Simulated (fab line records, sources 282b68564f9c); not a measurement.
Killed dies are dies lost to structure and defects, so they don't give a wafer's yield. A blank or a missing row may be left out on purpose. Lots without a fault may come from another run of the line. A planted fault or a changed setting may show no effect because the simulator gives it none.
fab line records | flow rit_cmos
record lots=6 wafers=18 last_day=7
route steps=202 shown CONTACT@168 M1@184
lots that met no fault: from a run of the same line without faults
start_h: hours from the record's first day to the start of the lot's first wafer shown | wait_h: hours since the lot's step before | " the same as in the row above | L1.1+2: a row that stands for several wafers | - no value, or no start given | * or withheld: withheld | < > ~ a bound
route shown NAME@n: a module of which the file shows steps, and the number in the route of the first | usual: mean/standard deviation of fault-free wafers | same: alike in all rows | chamber/n: place in a boat | sites: the reading at each site | _std_site: their standard deviation | _edge_site: outer sites' mean less inner sites' | radius_mm: how far each site lies from the wafer's centre | mask NAME#n: copy n | behind: the tool/chamber that last shaped the wafer | hold: why the lot was held/for how many hours/how that ended | device: the transistor (n, p or np) that didn't switch | end of line: the same wafers' tests at the end of the route | a step without rows: its recipe alone | killed: dies lost to structure and defects at the first sort, not the wafer's yield | map: a wafer's dies, x killed, . not, _ none there
set.NAME: the setting as run; set.NAME@STEP: as run at that earlier step | model.NAME: the simulator's own value behind a step, which no gauge read
lots at some steps of the route; a table a step, a row a wafer
services: from which hour (start_h, from the record's first day; less than 0 if before it) a tool's chamber was out of use, for how many hours, and why
## steps
# step RIT_CONTACT_CVD_00
# recipe material=SiO2 target_thk_nm=400 precursor=TEOS temp_c=390 time_s=61 rf_w=400
# usual heater_power_w=321/55 susceptor_temp_C=389.99/0.21
# columns lot.wafer tool chamber start_h wait_h heater_power_w susceptor_temp_C
L368.1 pecvd-01 0 83.19 0.1 313 389.84
L368.2 " 2 " " 280 390.26
L368.4 " 1 " " 254 389.75
L374.1 pecvd-01 0 111.48 0.1 373 390.01
L374.3 " 1 " " 278 389.71
L374.6 " 0 " " 378 389.91
L375.1 pecvd-03 0 116.19 0.1 272 390.32
L375.4 " 1 " " 275 390.14
L375.5 " 0 " " 295 390.18
L376.1 pecvd-04 0 120.10 0.1 356 390.13
L376.2 " 1 " " 343 390.07
L376.4 " 1 " " 358 390.18
L384.2 pecvd-03 0 160.19 0.0 292 389.84
L384.3 " 1 " " 298 389.96
L384.5 " 0 " " 317 389.93
L385.1 pecvd-04 0 165.14 0.1 347 389.88
L385.3 " 2 " " 391 390.17
L385.5 " 0 " " 355 390.10
# step RIT_CONTACT_THK_MEAS_01
# recipe reads=SiO2_of_CONTACT_CVD_00
# usual CONTACT_TEOS_THK=400/5.9
# columns lot.wafer tool chamber start_h wait_h CONTACT_TEOS_THK[nm]
L368.1 film_metro-02 - 83.24 0.0 396
L368.2 " - " " 400
L368.4 " - " " 404
L374.1 film_metro-01 - 111.53 0.0 394
L374.3 " - " " 390
L374.6 " - " " 397
L375.1 film_metro-04 - 116.24 0.0 404
L375.4 " - " " 404
L375.5 " - " " 409
L376.1 film_metro-02 - 120.15 0.0 393
L376.2 " - " " 399
L376.4 " - " " 401
L384.2 film_metro-02 - 160.25 0.0 396
L384.3 " - " " 398
L384.5 " - " " 403
L385.1 film_metro-01 - 165.19 0.0 388
L385.3 " - " " 390
L385.5 " - " " 398
# step RIT_CONTACT_HMDS_02
# recipe prime_time_s=60 prime_temp_c=140
# step RIT_CONTACT_COAT_03
# recipe resist=NOVOLAK spin_rpm=3250 resist_thk_nm=1000
# step RIT_CONTACT_SOFTBAKE_04
# recipe resist=NOVOLAK temp_c=90 time_s=60
# step RIT_CONTACT_EXPOSE_05
# recipe mask_id=M11 na=0.6 source_shape=conventional sigma_outer=0.5 target_cd_nm=1000 dose_mj=244.7
# step RIT_CONTACT_PEB_06
# recipe resist=NOVOLAK temp_c=withheld time_s=withheld
# step RIT_CONTACT_DEVELOP_07
# recipe resist=NOVOLAK develop_time_s=120 dev_temp_c=23
# step RIT_CONTACT_CD_MEAS_08
# recipe target_cd_nm=1000
# usual cd_nm=1000.3/2.2
# columns lot.wafer tool chamber start_h wait_h cd_nm
L368.1 cd_sem-02 - 84.27 - 1003.2
L368.2 " - " " 1002.8
L368.4 " - " " 1001.5
L374.1 cd_sem-01 - 112.64 - 999.6
L374.3 " - " " 999.2
L374.6 " - " " 997.7
L375.1 cd_sem-01 - 117.43 - 999.8
L375.4 " - " " 1000.5
L375.5 " - " " 998.9
L376.1 cd_sem-02 - 121.17 - 999.6
L376.2 " - " " 998.1
L376.4 " - " " 1000.4
L384.2 cd_sem-02 - 161.33 - 1004.4
L384.3 " - " " 1003.8
L384.5 " - " " 1000.8
L385.1 cd_sem-02 - 166.25 - 998.0
L385.3 " - " " 997.2
L385.5 " - " " 1000.4
# step RIT_CONTACT_OVL_MEAS_09
# usual CONTACT_OVL=-0.2/1.4
# columns lot.wafer tool chamber start_h wait_h CONTACT_OVL[nm]
L368.1 overlay-02 - 84.39 0.1 -2.6
L368.2 " - " " -2.1
L368.4 " - " " -2.4
L374.1 overlay-01 - 112.76 0.1 -1.0
L374.3 " - " " 1.6
L374.6 " - " " -1.1
L375.1 overlay-02 - 117.55 0.1 -1.2
L375.4 " - " " -1.1
L375.5 " - " " -0.7
L376.1 overlay-02 - 121.29 0.1 -2.7
L376.2 " - " " -3.1
L376.4 " - " " -2.9
L384.2 overlay-01 - 161.44 0.1 0.4
L384.3 " - " " 0.8
L384.5 " - " " 1.8
L385.1 overlay-01 - 166.37 0.1 -0.3
L385.3 " - " " 0.5
L385.5 " - " " 0.1
# step RIT_CONTACT_HARDBAKE_10
# recipe resist=NOVOLAK temp_c=140 time_s=60
# step RIT_CONTACT_ETCH_11
# recipe target_depth_a=4800 over_etch_frac=0.2 stop_on=TiSi2 chemistry=CHF3/CF4/Ar target=SiO2 CHF3_flow_sccm=50 cf4_flow_sccm=10 Ar_flow_sccm=100 O2_flow_sccm=5 pressure_mtorr=100 rf_w=200 time_s=320
# usual drypump_motor_current_A=5.9/0.36 oes_product_au=0.989/0.014 throttle_valve_pct=8.86/0.14
# columns lot.wafer tool chamber start_h wait_h drypump_motor_current_A oes_product_au rf_hours_counter_h throttle_valve_pct
L368.1 rie_diel-02 1 84.58 0.1 5.9 0.994 45 8.76
L368.2 " 0 " " 6.4 1.010 132 9.02
L368.4 " 3 " " 6.1 0.969 7 8.90
L374.1 rie_diel-03 2 112.95 0.1 6.3 1.012 152 8.78
L374.3 " 3 " " 6.5 0.996 140 8.88
L374.6 " 0 " " 5.3 0.985 - 8.82
L375.1 rie_diel-04 1 117.74 0.1 5.8 0.991 12 8.99
L375.4 " 2 " " 5.4 0.997 73 8.83
L375.5 " 2 " " 5.4 1.001 - 8.82
L376.1 rie_diel-02 1 121.48 0.1 5.8 0.992 46 8.77
L376.2 " 2 " " 5.4 0.966 4 8.82
L376.4 " 0 " " 6.4 1.007 133 9.01
L384.2 rie_diel-03 0 161.62 0.1 5.3 0.981 2 8.84
L384.3 " 0 " " 5.3 0.988 - 8.82
L384.5 " 2 " " 6.3 1.006 - 8.78
L385.1 rie_diel-02 3 166.70 0.1 6.1 0.967 9 8.89
L385.3 " 1 " " 5.9 0.994 47 8.77
L385.5 " 2 " " 5.4 0.978 - 8.81
# step RIT_CONTACT_STRIP_12
# recipe chemistry=O2 time_s=180 resist=NOVOLAK platen_temp_c=withheld power_w=500 pressure_mtorr=4000 o2_flow_sccm=4000
# usual drypump_motor_current_A=5.4/0.49
# columns lot.wafer tool chamber start_h wait_h drypump_motor_current_A rf_hours_counter_h
L368.1 plasma_asher-01 0 84.77 0.1 6.2 45
L368.2 " 1 " " 4.8 45
L368.4 " 1 " " 4.8 -
L374.1 plasma_asher-01 0 113.14 0.1 6.2 48
L374.3 " 0 " " 6.1 -
L374.6 " 1 " " 4.8 -
L375.1 plasma_asher-02 1 117.93 0.1 5.4 0
L375.4 " 1 " " 5.4 -
L375.5 " 1 " " 5.4 -
L376.1 plasma_asher-01 1 121.67 0.1 4.7 49
L376.2 " 0 " " 6.1 49
L376.4 " 1 " " 4.8 -
L384.2 plasma_asher-01 1 161.91 0.2 4.8 53
L384.3 " 0 " " 6.2 -
L384.5 " 1 " " 4.7 -
L385.1 plasma_asher-01 0 166.89 0.1 6.2 54
L385.3 " 1 " " 4.8 -
L385.5 " 0 " " 6.2 -
# step RIT_CONTACT_CD_MEAS_90
# recipe target_cd_nm=1000
# usual cd_nm=1000.3/2.2
# columns lot.wafer tool chamber start_h wait_h cd_nm
L368.1 cd_sem-01 - 84.95 0.1 1003.1
L368.2 " - " " 1002.9
L368.4 " - " " 1002.2
L374.1 cd_sem-01 - 113.32 0.1 999.4
L374.3 " - " " 999.4
L374.6 " - " " 998.5
L375.1 cd_sem-02 - 118.11 0.1 999.7
L375.4 " - " " 1000.7
L375.5 " - " " 999.3
L376.1 cd_sem-01 - 121.85 0.1 1000.0
L376.2 " - " " 997.7
L376.4 " - " " 1001.4
L384.2 cd_sem-01 - 162.11 0.1 1004.7
L384.3 " - " " 1003.7
L384.5 " - " " 1000.2
L385.1 cd_sem-01 - 167.07 0.1 998.5
L385.3 " - " " 997.5
L385.5 " - " " 1000.1
# step RIT_CONTACT_CLEAN_13
# recipe chemistry=SC1 mix=3:3:50 time_s=600 temp_c=75
# step RIT_CONTACT_CLEAN_14
# recipe chemistry=SC2 mix=3:3:50 time_s=600 temp_c=75 dry=n2_spin
# step RIT_M1_SPUTTER_00
# recipe material=Al target_thk_nm=400 power_w=2000 chamber_pressure_pa=0.4195 gas=Ar time_s=500 substrate_temp_c=25
# usual throttle_valve_pct=30.4/1
# columns lot.wafer tool chamber start_h wait_h throttle_valve_pct
L368.1 pvd_sputter-03 - 85.43 0.0 31.3
L368.2 " - " " 30.8
L368.4 " - " " 31.0
L374.1 pvd_sputter-03 - 113.79 0.0 29.0
L374.3 " - " " 31.1
L374.6 " - " " 31.8
L375.1 pvd_sputter-02 - 118.59 0.0 30.3
L375.4 " - " " 30.9
L375.5 " - " " 31.0
L376.1 pvd_sputter-03 - 122.32 0.0 31.0
L376.2 " - " " 29.1
L376.4 " - " " 30.9
L384.2 pvd_sputter-03 - 162.56 0.0 30.9
L384.3 " - " " 31.8
L384.5 " - " " 31.1
L385.1 pvd_sputter-02 - 167.54 0.0 30.9
L385.3 " - " " 31.0
L385.5 " - " " 31.0
# step RIT_M1_RS_MEAS_01
# recipe thk_meas_gauge=four-point-probe reads=Al_of_M1_SPUTTER_00
# usual M1_AL_RS=0.0751/0.0011
# columns lot.wafer tool chamber start_h wait_h M1_AL_RS[ohm/sq]
L368.1 film_metro-02 - 85.73 0.1 0.0743
L368.2 " - " " 0.0746
L368.4 " - " " 0.0752
L374.1 film_metro-02 - 114.08 0.1 0.0765
L374.3 " - " " 0.0759
L374.6 " - " " 0.0763
L375.1 film_metro-01 - 118.89 0.1 0.0739
L375.4 " - " " 0.0733
L375.5 " - " " 0.0720
L376.1 film_metro-02 - 122.61 0.1 0.0755
L376.2 " - " " 0.0753
L376.4 " - " " 0.0750
L384.2 film_metro-01 - 162.87 0.2 0.0767
L384.3 " - " " 0.0775
L384.5 " - " " 0.0765
L385.1 film_metro-03 - 167.83 0.1 0.0756
L385.3 " - " " 0.0748
L385.5 " - " " 0.0756
# step RIT_M1_THK_MEAS_02
# recipe thk_meas_gauge=xrf reads=Al_of_M1_SPUTTER_00
# usual M1_AL_THK=393/6.1
# columns lot.wafer tool chamber start_h wait_h M1_AL_THK[nm]
L368.1 film_metro-02 - 85.85 0.1 398
L368.2 " - " " 398
L368.4 " - " " 396
L374.1 film_metro-02 - 114.20 0.1 385
L374.3 " - " " 388
L374.6 " - " " 389
L375.1 film_metro-01 - 119.01 0.1 399
L375.4 " - " " 403
L375.5 " - " " 412
L376.1 film_metro-02 - 122.73 0.1 390
L376.2 " - " " 388
L376.4 " - " " 390
L384.2 film_metro-01 - 162.98 0.1 388
L384.3 " - " " 383
L384.5 " - " " 387
L385.1 film_metro-03 - 167.95 0.1 392
L385.3 " - " " 396
L385.5 " - " " 389
# step RIT_M1_HMDS_03
# recipe prime_time_s=60 prime_temp_c=140
# step RIT_M1_COAT_04
# recipe resist=NOVOLAK spin_rpm=2000 resist_thk_nm=1300
# step RIT_M1_SOFTBAKE_05
# recipe resist=NOVOLAK temp_c=90 time_s=60
# step RIT_M1_EXPOSE_06
# recipe mask_id=M12 na=0.6 source_shape=conventional sigma_outer=0.5 target_cd_nm=2600 dose_mj=250
# step RIT_M1_PEB_07
# recipe resist=NOVOLAK temp_c=withheld time_s=withheld
# step RIT_M1_DEVELOP_08
# recipe resist=NOVOLAK develop_time_s=68 dev_temp_c=23
# step RIT_M1_CD_MEAS_09
# recipe target_cd_nm=2600
# usual cd_nm=2599.9/2.6
# columns lot.wafer tool chamber start_h wait_h cd_nm
L368.1 cd_sem-01 - 86.79 - 2599.4
L368.2 " - " " 2600.6
L368.4 " - " " 2600.1
L374.1 cd_sem-01 - 115.26 - 2599.0
L374.3 " - " " 2600.9
L374.6 " - " " 2599.0
L375.1 cd_sem-02 - 120.07 - 2600.5
L375.4 " - " " 2601.8
L375.5 " - " " 2600.7
L376.1 cd_sem-02 - 123.67 - 2599.7
L376.2 " - " " 2599.2
L376.4 " - " " 2600.1
L384.2 cd_sem-02 - 163.93 - 2599.8
L384.3 " - " " 2600.8
L384.5 " - " " 2603.0
L385.1 cd_sem-02 - 168.89 - 2600.8
L385.3 " - " " 2601.5
L385.5 " - " " 2600.5
# step RIT_M1_OVL_MEAS_10
# usual M1_OVL=-0.5/1.1
# columns lot.wafer tool chamber start_h wait_h M1_OVL[nm]
L368.1 overlay-02 - 86.91 0.1 0.9
L368.2 " - " " 1.2
L368.4 " - " " -0.4
L374.1 overlay-02 - 115.38 0.1 -0.1
L374.3 " - " " 1.1
L374.6 " - " " -0.5
L375.1 overlay-02 - 120.19 0.1 -0.9
L375.4 " - " " 0.0
L375.5 " - " " -1.3
L376.1 overlay-01 - 123.79 0.1 -0.3
L376.2 " - " " 0.3
L376.4 " - " " -1.9
L384.2 overlay-02 - 164.04 0.1 -1.0
L384.3 " - " " -0.6
L384.5 " - " " -1.6
L385.1 overlay-01 - 169.01 0.1 -1.7
L385.3 " - " " -0.4
L385.5 " - " " -2.3
# step RIT_M1_HARDBAKE_11
# recipe resist=NOVOLAK temp_c=139 time_s=120
# step RIT_M1_METAL_ETCH_12
# recipe stop_on=SiO2 chemistry=Cl2/BCl3 target=Al time_s=165 over_etch_frac=0.5 pressure_mtorr=100 target_depth_a=6000 rf_w=250 Cl2_flow_sccm=60 bcl3_flow_sccm=50
# usual drypump_motor_current_A=6.30/0.24 oes_product_au=0.769/0.01 throttle_valve_pct=8.25/0.094
# columns lot.wafer tool chamber start_h wait_h drypump_motor_current_A oes_product_au rf_hours_counter_h throttle_valve_pct
L368.1 rie_metal-01 1 87.19 0.2 6.35 0.767 1 8.37
L368.2 " 0 " " 6.67 0.773 1 8.35
L368.4 " 0 " " 6.58 0.775 - 8.35
L374.1 rie_metal-01 1 115.66 0.2 6.35 0.756 1 8.39
L374.3 " 0 " " 6.64 0.778 - 8.35
L374.6 " 1 " " 6.34 0.760 - 8.37
L375.1 rie_metal-03 1 120.48 0.2 6.00 0.780 5 8.21
L375.4 " 1 " " 6.02 0.782 - 8.21
L375.5 " 0 " " 6.18 0.771 - 8.11
L376.1 rie_metal-02 1 124.08 0.2 6.03 0.759 37 8.26
L376.2 " 0 " " 6.61 0.776 38 8.16
L376.4 " 0 " " 6.60 0.781 - 8.15
L384.2 rie_metal-01 1 164.32 0.2 6.30 0.762 2 8.37
L384.3 " 1 " " 6.34 0.755 - 8.38
L384.5 " 1 " " 6.34 0.756 - 8.38
L385.1 rie_metal-03 0 169.30 0.2 6.18 0.751 5 8.12
L385.3 " 0 " " 6.14 0.757 - 8.12
L385.5 " 1 " " 6.02 0.773 - 8.24
# step RIT_M1_STRIP_13
# recipe chemistry=nmp resist=NOVOLAK temp_c=80 time_s=600 dry=n2_spin
# step RIT_M1_STRIP_14
# recipe chemistry=O2 time_s=180 platen_temp_c=withheld power_w=500 pressure_mtorr=4000 o2_flow_sccm=4000
# usual drypump_motor_current_A=5.6/0.43
# columns lot.wafer tool chamber start_h wait_h drypump_motor_current_A rf_hours_counter_h
L368.1 plasma_asher-02 0 87.53 0.0 5.7 43
L368.2 " 1 " " 5.4 43
L368.4 " 0 " " 5.7 -
L374.1 plasma_asher-03 1 116.00 0.0 5.7 48
L374.3 " 0 " " 5.8 -
L374.6 " 0 " " 5.7 -
L375.1 plasma_asher-01 1 120.82 0.0 4.8 49
L375.4 " 0 " " 6.1 -
L375.5 " 1 " " 4.8 -
L376.1 plasma_asher-02 1 124.42 0.0 5.4 1
L376.2 " 0 " " 5.7 1
L376.4 " 1 " " 5.4 -
L384.2 plasma_asher-01 1 164.66 0.0 4.8 53
L384.3 " 1 " " 4.8 -
L384.5 " 1 " " 4.8 -
L385.1 plasma_asher-02 1 169.63 0.0 5.4 5
L385.3 " 0 " " 5.7 -
L385.5 " 0 " " 5.7 -
# step RIT_M1_CD_MEAS_90
# recipe target_cd_nm=2600
# usual cd_nm=2599.3/2.8
# columns lot.wafer tool chamber start_h wait_h cd_nm
L368.1 cd_sem-01 - 87.70 0.1 2596.1
L368.2 " - " " 2599.7
L368.4 " - " " 2600.2
L374.1 cd_sem-01 - 116.17 0.1 2596.0
L374.3 " - " " 2599.5
L374.6 " - " " 2596.5
L375.1 cd_sem-01 - 120.99 0.1 2600.3
L375.4 " - " " 2601.9
L375.5 " - " " 2600.2
L376.1 cd_sem-02 - 124.59 0.1 2597.8
L376.2 " - " " 2596.4
L376.4 " - " " 2597.1
L384.2 cd_sem-02 - 164.85 0.1 2598.5
L384.3 " - " " 2599.3
L384.5 " - " " 2600.6
L385.1 cd_sem-02 - 169.81 0.1 2602.4
L385.3 " - " " 2601.6
L385.5 " - " " 2599.5
# step RIT_M1_ANNEAL_15
# recipe temp_c=450 time_s=1800 ambient=forming_gas_H2N2
# step RIT_M1_BOW_MEAS_16
# recipe mode=bow
# usual M1_BOW=17/6.4
# columns lot.wafer tool chamber start_h wait_h M1_BOW[um]
L368.1 film_metro-01 - 89.32 0.0 12
L368.2 " - " " 26
L368.4 " - " " 22
L374.1 film_metro-03 - 117.79 0.0 11
L374.3 " - " " 18
L374.6 " - " " 13
L375.1 film_metro-02 - 123.35 0.0 8
L375.4 " - " " 16
L375.5 " - " " -6
L376.1 film_metro-02 - 126.21 0.0 9
L376.2 " - " " 10
L376.4 " - " " 14
L384.2 film_metro-02 - 166.47 0.0 18
L384.3 " - " " 12
L384.5 " - " " 20
L385.1 film_metro-03 - 171.43 0.0 23
L385.3 " - " " 30
L385.5 " - " " 22
# step RIT_M1_PROBE_99
# usual killed_at_contacts=0.0/0.22 killed_at_front_end=6.9/3 killed_dies=6.9/3 killed_on_rim=1.9/1.5 killed_open=3.5/2 killed_short=3.4/2.1
# same gross_dies=264 killed_at_M0_to_M3=0 killed_at_M4_up=0 killed_at_back_side=0 killed_at_other=0
# columns lot.wafer tool chamber start_h wait_h killed_at_contacts killed_at_front_end killed_dies killed_on_rim killed_open killed_short
L368.1 prober-01 - 89.44 0.1 0 8 8 1 2 6
L368.2 prober-01 - 89.49 0.1 0 3 3 0 2 0
L368.4 prober-01 - 89.59 0.2 0 5 5 1 5 0
L374.1 prober-01 - 117.91 0.1 0 4 4 1 3 1
L374.3 prober-01 - 118.01 0.2 0 8 8 3 5 3
L374.6 prober-01 - 118.16 0.2 0 5 5 1 1 4
L375.1 prober-02 - 123.47 0.1 0 5 5 2 2 3
L375.4 prober-02 - 123.62 0.2 0 9 9 2 7 2
L375.5 prober-02 - 123.67 0.2 0 14 14 5 9 5
L376.1 prober-01 - 126.33 0.1 0 2 2 0 0 2
L376.2 prober-01 - 126.38 0.1 0 5 5 1 3 2
L376.4 prober-01 - 126.48 0.2 0 4 4 1 4 0
L384.2 prober-01 - 166.62 0.1 0 7 7 2 5 2
L384.3 prober-01 - 166.67 0.2 14 9 23 11 5 4
L384.5 prober-01 - 166.77 0.2 0 3 3 1 2 1
L385.1 prober-02 - 171.55 0.1 13 4 17 10 1 3
L385.3 prober-02 - 171.65 0.2 0 11 11 2 8 3
L385.5 prober-02 - 171.75 0.2 16 6 22 10 4 2
# killed by level:class
L368.1 GATE:geometric_particle:short=2 SILICIDE:geometric_particle:short=2 FOX1:geometric_particle:short=1 GATE:geometric_particle:open=1 REOX:geometric_particle:short=1 SILICIDE:geometric_particle:open=1
L368.2 FOX1:geometric_particle:open=2 ACTIVE:coat_microbubble_printed=1
L368.4 FOX1:geometric_particle:open=2 GATE:geometric_particle:open=2 SILICIDE:geometric_particle:open=1
L374.1 FOX2:geometric_particle:open=1 GATE:geometric_particle:open=1 REOX:geometric_particle:short=1 SILICIDE:geometric_particle:open=1
L374.3 GATE:geometric_particle:open=3 REOX:geometric_particle:open=2 FOX1:geometric_particle:short=1 REOX:geometric_particle:short=1 SILICIDE:geometric_particle:short=1
L374.6 REOX:geometric_particle:short=2 FOX1:geometric_particle:short=1 GATE:geometric_particle:open=1 SILICIDE:geometric_particle:short=1
L375.1 FOX2:geometric_particle:short=1 REOX:geometric_particle:open=1 REOX:geometric_particle:short=1 SPACER:geometric_particle:open=1 SILICIDE:geometric_particle:short=1
L375.4 GATE:geometric_particle:open=2 SPACER:geometric_particle:open=2 SILICIDE:geometric_particle:open=2 FOX2:geometric_particle:open=1 REOX:geometric_particle:short=1 SPACER:geometric_particle:short=1
L375.5 SILICIDE:geometric_particle:open=4 GATE:geometric_particle:open=3 FOX2:geometric_particle:short=2 FOX1:geometric_particle:short=1 FOX2:geometric_particle:open=1 GATE:geometric_particle:short=1 REOX:geometric_particle:short=1 SPACER:geometric_particle:open=1
L376.1 FOX2:geometric_particle:short=1 SILICIDE:geometric_particle:short=1
L376.2 FOX2:geometric_particle:open=1 REOX:geometric_particle:short=1 SPACER:geometric_particle:open=1 SILICIDE:geometric_particle:short=1 SILICIDE:geometric_particle:open=1
L376.4 GATE:geometric_particle:open=2 REOX:geometric_particle:open=1 SILICIDE:geometric_particle:open=1
L384.2 GATE:geometric_particle:open=2 SILICIDE:geometric_particle:open=2 FOX1:geometric_particle:open=1 FOX2:geometric_particle:short=1 SILICIDE:geometric_particle:short=1
L384.3 CONTACT:unspecified=14 FOX1:geometric_particle:short=3 FOX1:geometric_particle:open=2 FOX2:geometric_particle:open=1 GATE:geometric_particle:short=1 SPACER:geometric_particle:open=1 STARTING-WAFER:geometric_particle:open=1
L384.5 FOX2:geometric_particle:open=1 SPACER:geometric_particle:open=1 SPACER:geometric_particle:short=1
L385.1 CONTACT:unspecified=13 GATE:geometric_particle:short=2 FOX1:geometric_particle:short=1 FOX2:geometric_particle:open=1
L385.3 FOX1:geometric_particle:open=3 GATE:geometric_particle:open=3 GATE:geometric_particle:short=2 REOX:geometric_particle:open=2 FOX2:geometric_particle:short=1
L385.5 CONTACT:unspecified=16 SPACER:geometric_particle:open=2 FOX1:geometric_particle:short=1 FOX1:geometric_particle:open=1 GATE:geometric_particle:short=1 GATE:geometric_particle:open=1
# map L384.3 (x killed, . not)
________......._______
_____............x____
____...............___
___x................__
__...x..............._
__.x................._
_x............x.....x.
_.x...................
_.............x.......
_.....................
__..................._
__..................._
___............xx...__
____..........xxx..___
_____......x.xxxxx____
________....xxx_______
# map L385.5 (x killed, . not)
________......._______
_____.......x.....____
____...............___
___.................__
__..x................_
__..................._
_................x....
_.....................
_.....................
_..................x..
__..................._
__..................._
___.................__
____...x....xxxxxx.___
_____...x...xxxxxx____
________...xxxx_______
## services
# columns tool chamber start_h hours kind
plasma_asher-03 - 61.16 2.7 repair
rie_metal-03 - 68.85 1.4 pm
plasma_asher-02 - 70.02 8.1 repair
plasma_asher-01 - 74.99 3.2 repair
rie_diel-04 2 85.36 21.6 repair
rie_metal-03 0 87.60 15.7 repair
plasma_asher-01 - 90.39 5.1 repair
pvd_sputter-02 - 91.07 1.3 repair
rie_metal-01 1 91.55 7.0 repair
pecvd-01 - 94.67 2.8 pm
plasma_asher-02 - 108.75 9.0 pm
plasma_asher-02 0 108.75 9.0 vent_cycle
plasma_asher-02 1 108.75 9.0 vent_cycle
rie_diel-03 2 115.14 2.8 repair
plasma_asher-01 - 115.79 4.3 repair
pecvd-03 2 129.69 15.3 repair
rie_metal-02 - 136.12 20.0 pm
rie_diel-03 - 144.74 0.5 repair
rie_diel-04 - 147.46 14.6 pm
rie_metal-03 - 157.43 2.0 repair
rie_metal-01 - 157.60 2.8 pm
rie_diel-04 1 163.28 4.6 repair
rie_diel-04 - 164.24 0.5 repair
rie_diel-04 - 167.41 0.2 repair
## key
first_sign step=RIT_M1_PROBE_99 reading=killed_at_contacts direction=up sigmas=14 usual=0.0 struck=14.3
effect step=RIT_M1_PROBE_99 reading=killed_dies direction=up sigmas=4.6 usual=6.9 struck=20.7
met_at RIT_CONTACT_STRIP_12
struck_wafers L384.3,L385.1,L385.5
tester_left_out L384,L385
onset_between 121.67 161.91
fault kind=chamber_particle_source tool=plasma_asher-01 chamber=0 onset_h=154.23 steps=RIT_CONTACT_STRIP_12 rate_per_visit_cm2=1.629 end_h=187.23
# tester_left_out: of these lots the tester's yield and bins aren't shown, on N5 and GAA mostly nor the transistor test; their killed dies are dies lost to structure and defects alone, not to doping, threshold or leakage, so they don't give the yield
